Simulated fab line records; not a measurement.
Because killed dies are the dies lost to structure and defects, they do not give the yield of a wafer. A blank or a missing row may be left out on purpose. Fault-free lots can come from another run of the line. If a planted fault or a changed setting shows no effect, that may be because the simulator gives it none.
One fault seen from 2 desks :: flow berkeley cmos170 :: numbers are kept per desk, each desk with only its own; the story behind them comes last

## FOR THE TOOL OWNER'S DESK: pecvd-04
The tool's own readings at UCB170_SPACER_CVD_00 (deposits SiO2 from TEOS/O2, target thk 376 nm, time 47 s): means of the sampled wafers that have a number, for each lot that ran on this tool. The brackets show how far a lot's mean lies from the usual mean; more than 4 standard deviations puts the lot out of limits, marked OUT.
Columns: A = heater power w at UCB170_SPACER_CVD_00, usual 262 W; B = run length s at UCB170_SPACER_CVD_00, usual 74.8 s
lot: L858
first seen here: day 7 04:07
A: 264
B: 75.2

lot: L859
first seen here: day 7 17:33
A: 226
B: 75.6

lot: L860
first seen here: day 7 18:14
A: 280
B: 75.0

lot: L863
first seen here: day 8 08:14
A: 254
B: 75.2

lot: L871
first seen here: day 10 01:54
A: 290
B: 86.6 (+25) OUT

lot: L875
first seen here: day 10 17:25
A: 272
B: 80.9 (+13) OUT
Finding of this desk: L871, L875 out of limits; the first was L871 at day 10 01:54, on run length s at UCB170_SPACER_CVD_00. L858, L859, L860, L863 stayed within limits.

## THE METROLOGY DESK
What the gauges read, lot by lot, whatever tool the lot ran on: means of the sampled wafers that have a number. The brackets show how far a lot's mean lies from the usual mean; more than 4 standard deviations puts the lot out of limits, marked OUT.
Columns: A = SPACER_TEOS_THK at UCB170_SPACER_THK_MEAS_01, usual 376 nm; B = CONTACT_OVL at UCB170_CONTACT_OVL_MEAS_16, usual -2 nm
lot: L858
first seen here: day 7 04:10
A: 378
B: 4

lot: L859
first seen here: day 7 17:36
A: 375
B: 0

lot: L861
first seen here: day 7 17:53
A: 377
B: -3

lot: L860
first seen here: day 7 18:18
A: 378
B: -1

lot: L864
first seen here: day 8 07:53
A: 372
B: -6

lot: L863
first seen here: day 8 08:17
A: 378
B: 3

lot: L867
first seen here: day 9 10:30
A: 374
B: -2

lot: L869
first seen here: day 10 01:27
A: 376
B: 1

lot: L871
first seen here: day 10 01:58
A: 469 (+20) OUT
B: 1

lot: L875
first seen here: day 10 17:28
A: 426 (+11) OUT
B: -3

lot: L876
first seen here: day 10 18:10
A: 374
B: -2

lot: L877
first seen here: day 11 06:09
A: 374
B: -7

lot: L878
first seen here: day 11 06:35
A: 379
B: 3

lot: L879
first seen here: day 11 21:48
A: 377
B: -4
This desk's finding: out of limits on L871, L875; first on L871, day 10 01:58 (SPACER_TEOS_THK at UCB170_SPACER_THK_MEAS_01). L858, L859, L861, L860, L864, L863, L867, L869, L876, L877, L878, L879 stayed within limits.

## TAKEN TOGETHER
At day 10 01:54, on L871, L875, the tool owner's desk was in a position to raise an alarm.
At day 10 01:58 the metrology desk could have sounded an alarm, on L871, L875.
Of the lots named, all ran UCB170_SPACER_CVD_00 on pecvd-04.

## WHAT HAD BEEN PUT IN BY THE SIMULATOR
pecvd-04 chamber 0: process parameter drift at UCB170_SPACER_CVD_00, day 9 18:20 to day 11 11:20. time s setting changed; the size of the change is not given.
Lots struck among those shown: L871, L875.
Delay (hours) between the fault's onset and each desk's first out-of-limits reading: 8 at the tool owner's desk, 8 at the metrology desk.
